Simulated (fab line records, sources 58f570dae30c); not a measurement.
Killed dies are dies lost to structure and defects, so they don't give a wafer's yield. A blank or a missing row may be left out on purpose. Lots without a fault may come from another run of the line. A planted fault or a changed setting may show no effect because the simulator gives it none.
Chamber matching | flow berkeley_cmos170 | UCB170_GATE_ETCH_15 on rie_si-02: 4 sister chambers
The step etches poly-Si in HBr/Cl2, stops on SiO2, time 56.3 s, target depth 278.2 nm. 18 wafers are shown with their chamber, then 9 later ones without.

WAFERS WITH THEIR CHAMBER
wafer  | chamber | throttle_valve_pct (%) | oes_product_au (a.u.) | HBr_flow_sccm (sccm)
L534.1 | 1       | 26.27                  | 0.832                 | 149.6
L534.2 | 2       | 26.44                  | 0.809                 | 149.8
L534.5 | 1       | 26.27                  | 0.829                 | 150.9
L535.2 | 3       | 26.65                  | 0.858                 | 150.6
L535.5 | 3       | 26.63                  | 0.853                 | 149.6
L535.6 | 0       | 25.98                  | 0.809                 | 150.7
L539.1 | 3       | 26.66                  | 0.843                 | 149.4
L539.3 | 1       | 26.26                  | 0.824                 | 150.4
L539.4 | 0       | 25.97                  | 0.798                 | 149.4
L540.1 | 2       | 26.44                  | 0.822                 | 150.2
L540.4 | 1       | 26.27                  | 0.834                 | 150.9
L540.6 | 1       | 26.28                  | 0.838                 | 150.0
L543.1 | 1       | 26.27                  | 0.843                 | 150.5
L543.3 | 0       | 25.99                  | 0.801                 | 149.7
L543.4 | 3       | 26.66                  | 0.846                 | 150.4
L547.2 | 1       | 26.28                  | 0.825                 | 149.6
L547.5 | 2       | 26.45                  | 0.809                 | 150.1
L547.6 | 3       | 26.63                  | 0.852                 | 150.0

SIGNATURES (means of the wafers above)
reading            | chamber 0 | chamber 1 | chamber 2 | chamber 3 | scatter within a chamber
throttle_valve_pct | 25.9800   | 26.2714   | 26.4433   | 26.6460   | 0.0103
oes_product_au     | 0.80267   | 0.83214   | 0.81333   | 0.85040   | 0.00655
HBr_flow_sccm      | 149.933   | 150.271   | 150.033   | 150.000   | 0.527
Rule: a wafer's distance from a chamber is the root of the sum, over the readings, of the square of ((its reading less the chamber's mean) divided by the reading's scatter). The wafer belongs to the nearest chamber; if the next one is less than 2 further off, it can't be placed. The scatter: the root of (the sum of the squares of (reading less its chamber's mean) over the shown wafers, divided by (wafers less chambers)).

WAFERS WITHOUT THEIR CHAMBER
wafer  | throttle_valve_pct (%) | oes_product_au (a.u.) | HBr_flow_sccm (sccm)
L550.2 | 26.28                  | 0.834                 | 150.1
L550.3 | 26.45                  | 0.811                 | 150.3
L550.6 | 26.44                  | 0.808                 | 150.9
L553.3 | 26.42                  | 0.814                 | 150.2
L553.4 | 26.26                  | 0.831                 | 150.6
L553.5 | 25.99                  | 0.802                 | 149.8
L555.2 | 26.46                  | 0.803                 | 150.3
L555.4 | 26.65                  | 0.843                 | 150.0
L555.6 | 26.46                  | 0.817                 | 150.1

WHICH CHAMBER EACH WENT THROUGH
wafer  | from the rows above | in truth
L550.2 | 1                   | 1
L550.3 | 2                   | 2
L550.6 | 2                   | 2
L553.3 | 2                   | 2
L553.4 | 1                   | 1
L553.5 | 0                   | 0
L555.2 | 2                   | 2
L555.4 | 3                   | 3
L555.6 | 2                   | 2
Placed correctly: 9 of 9. Can't be placed from these rows: 0. Placed wrongly: 0.
